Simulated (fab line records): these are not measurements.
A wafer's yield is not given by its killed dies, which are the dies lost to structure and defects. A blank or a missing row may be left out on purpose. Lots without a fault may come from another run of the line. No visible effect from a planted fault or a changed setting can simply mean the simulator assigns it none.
Struck lot and sound lot, side by side | flow rit_cmos | 15 out of 202 route steps
Sound: wafers L768.1, L768.2, L768.6. The struck wafers were L783.1, L783.2, L783.6. Last of all comes the cause.
Order at every step that has rows: each side's tool, ch and its chambers, its first start. Under that, the readings that differ: sound wafers | struck wafers | difference of the means | sigmas: that difference in standard deviations of wafers without a fault.
alike: a reading whose means differ by less than 2 such deviations, as well as words and numbers matching on both sides. not compared: withheld readings; readings where some wafer has no value; bounds like >300 that might hide an equal value; numbers whose values overlap and for which the record gives no deviation.
Wherever a step has rows on one side only, a row that says differs or no value, or a row with sigmas, the two part there. Numbers that have no deviation but don't overlap get no sigmas and don't part them. A reading missing from all wafers of one side parts the sides only when that side holds two or more wafers.

first, 4 steps without rows for these wafers: RIT_PLDD_SOFTBAKE_02 (time 60 s); RIT_PLDD_EXPOSE_03 (exposes mask M8, target cd 40900 nm); RIT_PLDD_PEB_04; RIT_PLDD_DEVELOP_05 (develop time 50 s).
RIT_PLDD_OVL_MEAS_06:
  sound: overlay-01 at day 3 11:42; struck: overlay-02 at day 6 17:30
  alike: PLDD_OVL
then, 2 steps without rows for these wafers: RIT_PLDD_HARDBAKE_07 (time 60 s); RIT_PLDD_IMPLANT_08.
RIT_PLDD_STRIP_09: strips in O2, time 180 s.
  sound on plasma_asher-04 ch 0,1, day 3 12:02; struck on plasma_asher-01 ch 0,1, day 6 17:51
  alike: drypump_motor_current_A
  not compared: rf_hours_counter_h
RIT_PLDD_TW_MEAS_10:
  sound: film_metro-02 at day 3 12:13; struck: film_metro-04 at day 6 18:01
  reading | sound          | struck         | difference | sigmas
  PLDD_TW | 2315 2286 2311 | 2366 2363 2368 | +62        | +4
then, 3 steps without rows for these wafers: RIT_SPACER_CLEAN_00 (cleans in SC1, time 600 s); RIT_SPACER_CLEAN_01 (cleans in dHF, time 30 s); RIT_SPACER_CLEAN_02 (cleans in SC2, time 600 s).
RIT_SPACER_CVD_03: deposits Si3N4 from SiH2Cl2/NH3, target thk 250 nm, time 3232 s.
  sound on lpcvd-01 ch 0, day 3 12:44; struck on lpcvd-02 ch 1, day 6 18:27
  reading                                  | sound             | struck          | difference | sigmas
  model.Si3N4_of_SPACER_CVD_03.thk_nm (nm) | 241.9 242.3 243.8 | 403.4 404.8 404 | +161.4     |
  alike: nh3_flow_sccm, spike_tc_centre_C, spike_tc_source_C
RIT_SPACER_THK_MEAS_04:
  sound: film_metro-01 at day 3 14:39; struck: film_metro-02 at day 6 20:35
  reading                 | sound             | struck            | difference | sigmas
  SPACER_NITRIDE_THK (nm) | 242.0 242.3 243.8 | 403.4 404.9 403.9 | +161.4     | +77
  not compared: hold
RIT_M1_PROBE_99:
  rows exist in the record for the sound wafers here (prober-01, day 4 01:55), none for the struck ones

## WHERE THEY PART
Last at RIT_M1_PROBE_99 as far as this record goes, first at RIT_PLDD_TW_MEAS_10.

WHY: the cause the simulator had injected
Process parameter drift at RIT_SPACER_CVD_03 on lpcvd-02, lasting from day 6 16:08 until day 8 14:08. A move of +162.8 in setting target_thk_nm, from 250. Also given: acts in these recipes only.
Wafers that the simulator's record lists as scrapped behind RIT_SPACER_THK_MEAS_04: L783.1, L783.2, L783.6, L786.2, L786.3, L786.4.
